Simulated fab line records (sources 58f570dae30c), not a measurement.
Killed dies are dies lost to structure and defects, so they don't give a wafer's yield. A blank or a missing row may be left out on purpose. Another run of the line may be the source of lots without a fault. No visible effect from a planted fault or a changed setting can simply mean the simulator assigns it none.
Which tool did it? | flow berkeley_cmos170 | 14 lots, 42 wafers sampled, at 4 steps of a route of 331

## WHAT THE GAUGES SHOWED, per wafer
UCB170_V2_THK_MEAS_04.
lot  | measured     | on            | V2_POLISHED_THK (nm)
L472 | day 7 22:44  | film_metro-02 | 999.3 1001.3 1001.8
L471 | day 7 23:18  | film_metro-01 | 999.9 1000.2 999.9
L473 | day 7 23:39  | film_metro-01 | 1000.8 1000.1 1000.5
L474 | day 7 23:25  | film_metro-04 | 1000.2 999.5 998.0
L476 | day 8 12:06  | film_metro-04 | 999.7 1000.4 999.6
L477 | day 9 01:50  | film_metro-02 | 1000.0 1000.5 998.4
L478 | day 9 18:40  | film_metro-02 | 999.7 1000.2 1000.1
L481 | day 9 18:47  | film_metro-01 | 1000.0 1000.8 999.8
L486 | day 10 15:22 | film_metro-01 | 1001.4 1002.2 1001.9
L492 | day 11 13:15 | film_metro-01 | 999.7 999.4 1001.2
L488 | day 11 08:23 | film_metro-04 | 1000.1 998.2 999.5
L491 | day 11 12:31 | film_metro-04 | 999.5 998.7 998.5
L489 | day 11 08:09 | film_metro-01 | 999.9 999.7 998.2
L494 | day 12 23:43 | film_metro-01 | 999.3 998.6 999.4

UCB170_M3_RS_MEAS_02: the measuring method here is four-point-probe.
lot  | measured     | on            | M3_AL_RS (ohm/sq)
L472 | day 8 00:55  | film_metro-01 | 0.0323 0.0323 0.0323
L471 | day 8 02:19  | film_metro-04 | 0.0323 0.0322 0.0322
L473 | day 8 03:17  | film_metro-03 | 0.0326 0.0328 0.0327
L474 | day 8 02:36  | film_metro-04 | 0.0323 0.0326 0.0327
L476 | day 8 14:06  | film_metro-01 | 0.0325 0.0325 0.0329
L477 | day 9 03:38  | film_metro-03 | 0.0319 0.0316 0.0317
L478 | day 9 21:43  | film_metro-01 | 0.0321 0.0323 0.0321
L481 | day 9 22:05  | film_metro-01 | 0.0322 0.0323 0.0323
L486 | day 10 18:55 | film_metro-04 | 0.0322 0.0323 0.0324
L492 | day 11 18:36 | film_metro-04 | 0.0324 0.0327 0.0326
L488 | day 11 10:29 | film_metro-01 | 0.0320 0.0321 0.0321
L491 | day 11 14:44 | film_metro-03 | 0.0325 0.0321 0.0322
L489 | day 11 10:13 | film_metro-04 | 0.0327 0.0328 0.0327
L494 | day 13 02:01 | film_metro-04 | 0.0318 0.0321 0.0323

UCB170_M3_THK_MEAS_03: measures by xrf.
lot  | measured     | on            | M3_AL_THK (nm)
L472 | day 8 01:02  | film_metro-01 | 895 897 893
L471 | day 8 02:26  | film_metro-04 | 887 893 895
L473 | day 8 03:24  | film_metro-03 | 878 872 879
L474 | day 8 02:43  | film_metro-04 | 885 880 886
L476 | day 8 14:13  | film_metro-01 | 888 888 879
L477 | day 9 03:45  | film_metro-03 | 910 910 910
L478 | day 9 21:50  | film_metro-01 | 895 891 895
L481 | day 9 22:12  | film_metro-01 | 895 890 894
L486 | day 10 19:01 | film_metro-04 | 896 892 893
L492 | day 11 18:43 | film_metro-04 | 889 882 888
L488 | day 11 10:36 | film_metro-01 | 904 903 898
L491 | day 11 14:50 | film_metro-03 | 890 900 896
L489 | day 11 10:20 | film_metro-04 | 886 881 878
L494 | day 13 02:07 | film_metro-04 | 908 900 890

## WHICH TOOL RAN EACH LOT (tool, then ch and the chambers of the sampled wafers, then the start)
lot  | UCB170_GATE_CLEAN_17
L472 | wet_bench-04 ch 2, day 6 16:31
L471 | wet_bench-04 ch 1, day 6 16:43
L473 | wet_bench-03 ch 0, day 6 16:45
L474 | wet_bench-04 ch 3, day 6 16:54
L476 | wet_bench-03 ch 3, day 7 05:49
L477 | wet_bench-04 ch 3, day 7 13:13
L478 | wet_bench-04 ch 1, day 8 02:19
L481 | wet_bench-04 ch 3, day 8 02:19
L486 | wet_bench-03 ch 1, day 9 05:37
L492 | wet_bench-03 ch 1, day 9 22:00
L488 | wet_bench-03 ch 2, day 9 22:25
L491 | wet_bench-03 ch 0, day 9 22:35
L489 | wet_bench-03 ch 3, day 9 22:46
L494 | wet_bench-03 ch 3, day 11 09:13
- UCB170_GATE_CLEAN_17: cleans in SPM, time 600 s.

## AS READ BY THE TOOLS THEMSELVES (means over the sampled wafers that have a number; for cases with no such wafer, the mark the record gives instead)
The record holds no such reading with a usual standard deviation.

## THE ANSWER, worked out from the rows above alone
Rule: the usual values come from the lots themselves. Put in order of their means at a reading, lots are off if they are a third of the lots or fewer, leave a main group of 4 or more, and stand apart from it by a gap of 3 or more times the standard deviation of the main group's means; of several such gaps the widest counts. Not used: any main group whose means are identical at the precision the tables above print for the reading. A lot without any number at a reading at which 4 lots or more have one is off too. Where the step has rows for the other lots, those lots are counted as sound. The gauges are gone through in route order, then the tools' own readings, and for those a lot's mean is taken as printed above. The first step at which some lot is off is used, and at that step the reading that is off furthest; a lot without a number counts as furthest.
No lot is off on any of the readings shown, so nothing can be concluded from this.

## WHAT THE SIMULATOR PUT IN
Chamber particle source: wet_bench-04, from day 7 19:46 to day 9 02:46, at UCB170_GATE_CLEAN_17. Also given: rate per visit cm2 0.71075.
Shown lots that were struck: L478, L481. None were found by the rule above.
